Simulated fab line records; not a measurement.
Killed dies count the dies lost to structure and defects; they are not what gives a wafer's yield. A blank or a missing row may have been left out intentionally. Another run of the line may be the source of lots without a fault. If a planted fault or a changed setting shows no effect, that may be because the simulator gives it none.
One fault seen from 2 desks -- flow berkeley-cmos170 -- what lay behind the numbers comes last; until then each desk has only its own

FOR THE TOOL OWNER'S DESK: pvd-sputter-03
The tool's own readings at UCB170_M1_SPUTTER_00 (material Al, target thk 600 nm, time 80 s): means of the sampled wafers that have a number, for each lot that ran on this tool. If a lot's mean is further than 4 standard deviations from the usual mean, the lot is out of limits and carries the mark OUT (the distance appears in the brackets).
Columns: A = throttle-valve-pct at UCB170_M1_SPUTTER_00, usual 30.5 %
lot,first seen here,A
L162,day 6 22:59,31.3
L165,day 7 14:54,31.2
L167,day 7 23:53,31.1
L168,day 8 09:46,31.4
L176,day 9 23:53,31.0
This desk's finding: nothing out of limits on any of the 5 lots.

AT THE METROLOGY DESK
Lot by lot, what the gauges showed, no matter which tool ran the lot: averages of those sampled wafers that carry a number. If a lot's mean is further than 4 standard deviations from the usual mean, the lot is out of limits and carries the mark OUT (the distance appears in the brackets).
Columns: A = V2_TEOS_THK at UCB170_V2_THK_MEAS_01, usual 2003 nm; B = cd-nm at UCB170_V2_CD_MEAS_90, usual 700.4 nm
lot,first seen here,A,B
L163,day 7 12:21,2029,703.9
L162,day 7 12:33,2028,700.6
L165,day 8 01:20,2019,699.7
L166,day 8 14:30,2011,699.4
L167,day 8 14:47,1997,697.1
L168,day 8 22:41,1971,702.4
L173,day 10 03:26,1963,701.7
L177,day 10 13:38,2011,699.3
L176,day 10 13:53,1989,699.1
L179,day 10 22:40,1981,696.6
L181,day 11 21:12,1986,700.1
L182,day 11 21:20,2004,702.5
L184,day 12 06:03,2018,700.2
This desk's finding: nothing out of limits on any of the 13 lots.

TAKEN TOGETHER
Nothing out of limits was seen by the tool owner's desk.
At the metrology desk, nothing out of limits was observed.

WHAT WAS PUT IN BY THE SIMULATOR
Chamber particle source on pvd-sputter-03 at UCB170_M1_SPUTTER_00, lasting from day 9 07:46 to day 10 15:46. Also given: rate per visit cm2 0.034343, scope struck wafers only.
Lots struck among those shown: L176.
